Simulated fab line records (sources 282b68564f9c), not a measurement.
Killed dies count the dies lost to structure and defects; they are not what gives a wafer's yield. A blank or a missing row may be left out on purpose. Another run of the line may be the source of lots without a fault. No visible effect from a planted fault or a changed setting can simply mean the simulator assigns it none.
Which of the tools did it? :: flow rit-cmos :: route of 202 steps, sampled at 1 step: 14 lots, 42 wafers

WHAT EACH GAUGE READ, for each wafer
RIT_PSD_OVL_MEAS_06. Usual: PSD_OVL typically reads -0.5 nm, with standard deviation 1.5.
lot: L166
measured: day 3 19:34
on: overlay-01
PSD_OVL (nm): 0.8 0.2 0.5
flag: 

lot: L167
measured: day 3 20:07
on: overlay-01
PSD_OVL (nm): -0.5 -1.8 -2.5
flag: 

lot: L168
measured: day 4 05:14
on: overlay-01
PSD_OVL (nm): -1.2 -2.9 -0.4
flag: 

lot: L170
measured: day 4 15:01
on: overlay-01
PSD_OVL (nm): 2.0 2.0 2.1
flag: 

lot: L171
measured: day 4 20:22
on: overlay-02
PSD_OVL (nm): 1.0 -0.4 -0.4
flag: 

lot: L172
measured: day 5 00:31
on: overlay-01
PSD_OVL (nm): 0.9 1.7 0.1
flag: 

lot: L173
measured: day 5 04:55
on: overlay-01
PSD_OVL (nm): -0.4 0.5 -2.3
flag: 

lot: L174
measured: day 5 10:40
on: overlay-02
PSD_OVL (nm): 0.2 1.0 2.3
flag: 

lot: L176
measured: day 5 17:55
on: overlay-01
PSD_OVL (nm): -1.2 -0.8 -0.8
flag: 

lot: L180
measured: day 6 12:19
on: overlay-01
PSD_OVL (nm): 0.4 1.5 -0.2
flag: 

lot: L185
measured: day 7 11:01
on: overlay-02
PSD_OVL (nm): -0.7 -2.4 -2.1
flag: 

lot: L186
measured: day 7 19:04
on: overlay-02
PSD_OVL (nm): -1.9 -4.4 -4.1
flag: 

lot: L187
measured: day 8 04:23
on: overlay-01
PSD_OVL (nm): -0.6 -0.8 0.6
flag: 

lot: L188
measured: day 8 05:27
on: overlay-02
PSD_OVL (nm): -0.7 -1.1 -0.8
flag: 

EACH LOT AND THE TOOL THAT RAN IT (in order: tool; ch and the chambers of the sampled wafers; start)
No process step before these readings appears in the record.

WHAT THE TOOLS THEMSELVES READ (means of the sampled wafers that have a number; where no wafer has one, the mark that the record gives instead)
The record holds no such reading with a usual standard deviation.

THE ANSWER, worked out from the rows above alone
Rule: take the mean of a lot's wafers that have a number; if it is more than 3 standard deviations from the usual mean, the lot is off. A lot without any number at a reading at which 4 lots or more have one is off too. Any other lot the step has rows for is counted as sound. After the gauges, taken in route order, come the tools' own readings; for these a lot's mean is taken, as printed above. At the first step where some lot is off, the reading lying furthest off is the one used; lots without a number count as furthest.
Nothing can be told from this: no lot is off at any reading shown.

WHAT WAS PUT IN BY THE SIMULATOR
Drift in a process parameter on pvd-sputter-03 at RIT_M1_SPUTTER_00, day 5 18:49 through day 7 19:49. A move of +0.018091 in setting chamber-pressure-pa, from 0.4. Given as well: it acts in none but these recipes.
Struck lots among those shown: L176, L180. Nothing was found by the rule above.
